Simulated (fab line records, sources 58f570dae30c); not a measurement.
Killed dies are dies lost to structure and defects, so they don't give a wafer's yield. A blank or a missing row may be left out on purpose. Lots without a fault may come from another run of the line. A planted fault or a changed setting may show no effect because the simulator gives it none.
Which tool did it? | flow berkeley_cmos170 | 15 lots, 45 wafers sampled, at 1 step of a route of 331

WHAT THE GAUGES READ, wafer by wafer
The record holds no reading of a measuring or inspecting step that can be judged against a usual standard deviation.

WHICH TOOL RAN EACH LOT (tool, then ch and the chambers of the sampled wafers, then the start)
lot  | UCB170_ZERO_HMDS_00
L895 | litho_track-03 ch 0, day 2 02:19
L896 | litho_track-04 ch 0, day 2 07:39
L898 | litho_track-01 ch 0, day 2 12:21
L899 | litho_track-04 ch 0, day 3 01:21
L901 | litho_track-03 ch 0, day 3 03:19
L902 | litho_track-01 ch 0, day 3 12:02
L903 | litho_track-03 ch 0, day 3 18:52
L905 | litho_track-01 ch 0, day 4 03:14
L907 | litho_track-04 ch 0, day 4 13:34
L908 | litho_track-01 ch 0, day 4 18:37
L909 | litho_track-01 ch 0, day 4 22:50
L912 | litho_track-01 ch 0, day 5 21:17
L914 | litho_track-03 ch 0, day 5 21:25
L915 | litho_track-04 ch 0, day 6 11:26
L916 | litho_track-01 ch 0, day 6 11:31
- UCB170_ZERO_HMDS_00: prime time 60 s.

WHAT THE TOOLS THEMSELVES READ (means of the sampled wafers that have a number; where no wafer has one, the mark that the record gives instead)
UCB170_ZERO_HMDS_00. Usual: prime_temp_c 99.98 C, standard deviation 0.12.
lot  | tool           | prime_temp_c (C) | flag
L895 | litho_track-03 | 99.90            |
L896 | litho_track-04 | 99.90            |
L898 | litho_track-01 | 99.91            |
L899 | litho_track-04 | 99.93            |
L901 | litho_track-03 | 100.00           |
L902 | litho_track-01 | 99.89            |
L903 | litho_track-03 | 99.98            |
L905 | litho_track-01 | 100.11           |
L907 | litho_track-04 | 99.98            |
L908 | litho_track-01 | 99.85            |
L909 | litho_track-01 | 97.52            | OFF
L912 | litho_track-01 | 97.45            | OFF
L914 | litho_track-03 | 100.13           |
L915 | litho_track-04 | 99.98            |
L916 | litho_track-01 | 97.67            | OFF

THE ANSWER, worked out from the rows above alone
Rule: a lot is off if the mean of its wafers that have a number lies more than 3 standard deviations from the usual mean. A lot without any number at a reading at which 4 lots or more have one is off too. The other lots that the step has rows for count as sound. The gauges are gone through in route order, then the tools' own readings, and for those a lot's mean is taken as printed above. The first step at which some lot is off is used, and at that step the reading that is off furthest; a lot without a number counts as furthest.
Off: L909, L912, L916, at UCB170_ZERO_HMDS_00 (prime_temp_c).
A tool fits if, at that step or a process step before it, it ran every lot that is off, and no sound lot after the first of them. One fits: litho_track-01 at UCB170_ZERO_HMDS_00. Its last sound lot is L908 (day 4 18:37), its first lot that is off L909 (day 4 22:50): a fault that began between those two fits.
The tool's own readings at UCB170_ZERO_HMDS_00 bear it out: on the lots that are off they differ by more than 5 times the standard deviation of the sound lots' means. prime_temp_c reads 97.55 C there against 99.96 C on the sound lots.

WHAT THE SIMULATOR HAD PUT IN
Process parameter drift: litho_track-01, from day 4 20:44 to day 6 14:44, at UCB170_ZERO_HMDS_00. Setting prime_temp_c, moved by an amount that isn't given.
Lots struck among those shown: L909, L912, L916. The rule above found the same.
